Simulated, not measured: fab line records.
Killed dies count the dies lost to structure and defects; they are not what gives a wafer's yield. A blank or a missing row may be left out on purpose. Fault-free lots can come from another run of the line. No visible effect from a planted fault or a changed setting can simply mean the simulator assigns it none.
2 desks, one fault    flow berkeley-cmos170    what lay behind the numbers comes last; until then each desk has only its own

AT THE METROLOGY DESK
What the gauges read, lot by lot, whatever tool the lot ran on: means of the sampled wafers that have a number. If a lot's mean is further than 4 standard deviations from the usual mean, the lot is out of limits and carries the mark OUT (the distance appears in the brackets).
Columns: A = ACTIVE_NITRIDE_THK at UCB170_ACTIVE_THK_MEAS_06, usual 221.1 nm; B = FIELD_OXIDE_LEFT_1_THK at UCB170_FIELD_THK_MEAS_90, usual 440 nm
lot   first seen here  A      B
L693  day 4 05:32      219.9  445
L694  day 4 15:35      217.6  435
L696  day 5 06:15      223.5  457
L697  day 5 06:15      222.8  448
L698  day 5 13:04      218.6  423
L699  day 6 00:04      221.6  448
L703  day 6 15:32      221.1  434
L704  day 6 15:32      223.0  426
L705  day 7 03:45      218.9  425
L706  day 7 17:14      220.2  427
L709  day 7 19:59      222.8  441
L711  day 8 09:38      221.3  446
L712  day 8 14:28      220.7  446
L714  day 8 20:57      223.9  440
Result from this desk: across the 14 lots, nothing is out of limits.

THE TOOL OWNER'S DESK: implanter-03
UCB170_PVT_IMPLANT_07, tool's own readings: per-lot mean of the sampled wafers with a number, covering each lot this tool ran. If a lot's mean is further than 4 standard deviations from the usual mean, the lot is out of limits and carries the mark OUT (the distance appears in the brackets).
Columns: A = tilt-deg at UCB170_PVT_IMPLANT_07, usual 7.001 degrees
lot   first seen here  A
L697  day 6 12:02      7.003
L699  day 7 16:08      6.997
L703  day 8 08:33      6.989
L709  day 9 05:51      4.786 (-99 or more) OUT
L712  day 10 07:26     4.774 (-99 or more) OUT
This desk finds L709, L712 out of limits, L709 being first, at day 9 05:51 (tilt-deg at UCB170_PVT_IMPLANT_07). In limits: L697, L699, L703.

ALL TOGETHER
On L709, L712, at day 9 05:51, an alarm was possible from the tool owner's desk.
Nothing out of limits was seen by the metrology desk.
The metrology desk has L709, L712 on record, within its limits.
On implanter-03, each named lot ran UCB170_PVT_IMPLANT_07.

WHAT THE SIMULATOR HAD INSERTED
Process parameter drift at UCB170_PVT_IMPLANT_07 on implanter-03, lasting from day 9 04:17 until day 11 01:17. Setting tilt-deg shifted by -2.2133 from 7. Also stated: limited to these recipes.
Shown lots that were struck: L709, L712.
Each desk's first reading out of limits, in hours after the fault started: the tool owner's desk, 2.
